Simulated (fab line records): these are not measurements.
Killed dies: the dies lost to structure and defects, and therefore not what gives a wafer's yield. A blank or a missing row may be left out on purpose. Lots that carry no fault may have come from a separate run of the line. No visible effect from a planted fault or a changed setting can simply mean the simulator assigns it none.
A struck lot beside a sound one :: flow berkeleyCmos170 :: 15 out of 331 route steps
Sound: the wafers L902.2, L902.3, L902.6. Wafers struck: L892.2, L892.3, L892.4. At the end, the cause is stated.
For every step that has rows: the tool of each side, followed by ch and its chambers, followed by its first start. Under that, the readings that differ: sound wafers :: struck wafers :: difference of the means :: sigmas: that difference in standard deviations of wafers without a fault.
alike: readings whose means differ by less than 2 such deviations, and words and numbers that are the same on both sides. not compared: withheld readings, readings that some wafer has no value for, bounds like >300 that may hide the same value, and numbers for which the record gives no deviation and whose values overlap.
Wherever a step has rows on one side only, a row that says differs or no value, or a row with sigmas, the two part there. Non-overlapping numbers with no deviation appear without sigmas and do not part them. A reading that every wafer of one side lacks parts them only if that side has two wafers or more.

UCB170_NVT_TW_MEAS_09:
  sound: filmMetro-03 at day 8 18:24; struck: filmMetro-02 at day 7 03:07
  alike: NVT_TW
then, 7 steps without rows for these wafers: UCB170_NVT_CLEAN_10 (cleans in SPM, time 600 s); UCB170_PVT_HMDS_00 (prime time 60 s); UCB170_PVT_COAT_01 (resist thk 900 nm); UCB170_PVT_SOFTBAKE_02 (time 60 s); UCB170_PVT_EXPOSE_03 (exposes mask NWELL, target cd 3000 nm); UCB170_PVT_PEB_04; UCB170_PVT_DEVELOP_05 (develop time 45 s).
UCB170_PVT_OVL_MEAS_06:
  sound: overlay-01 at day 8 21:40; struck: overlay-02 at day 7 05:10
  alike: PVT_OVL
following that, these wafers have no rows for 1 step: UCB170_PVT_IMPLANT_07.
UCB170_PVT_STRIP_08: strips in O2.
  sound on plasmaAsher-01 ch 0,1, day 8 21:50; struck on plasmaAsher-01 ch 0,1, day 7 05:21
  alike: drypumpMotorCurrentA, o2FlowSccm, oesProductAu, stripTimeToEndpointS
  not compared: rfHoursCounterH
UCB170_PVT_TW_MEAS_09:
  sound: filmMetro-04 at day 8 21:57; struck: filmMetro-04 at day 7 05:28
  alike: PVT_TW
UCB170_GATE_WET_ETCH_00: etches SiO2 in dHF, time 200 s.
  sound on wetBench-01 ch 1, day 8 23:19; struck on wetBench-02 ch 3, day 7 05:32
  no value came back on the struck wafers for bathHeatDutyPct (%), runLengthS (s), tempC (C), timeS (s); on the sound wafers bathHeatDutyPct (%) reads 5.5 5.7 5.0
reading: model.SiO2_of_SCREENOX_OXIDATION_01.thkNm (nm)
sound: 0 0 0
struck: 14.28 14.06 14.45
difference: +14.26
sigmas: 
UCB170_FIELD_THK_MEAS_91:
  sound: filmMetro-04 at day 8 23:23; struck: filmMetro-02 at day 7 05:40
  alike: FIELD_OXIDE_LEFT_2_THK
then, 1 step without rows for these wafers: UCB170_GATE_OXIDATION_01 (target thk 6.6 nm, ox time 1800 s).

WHERE THEY PART
Only at UCB170_GATE_WET_ETCH_00, as far as this record shows. Later steps at which nothing parts them and some readings are alike: UCB170_FIELD_THK_MEAS_91.

WHY: what had been put in by the simulator
Skipped step whole: wetBench-02, from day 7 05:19 on, at UCB170_GATE_WET_ETCH_00. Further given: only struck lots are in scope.
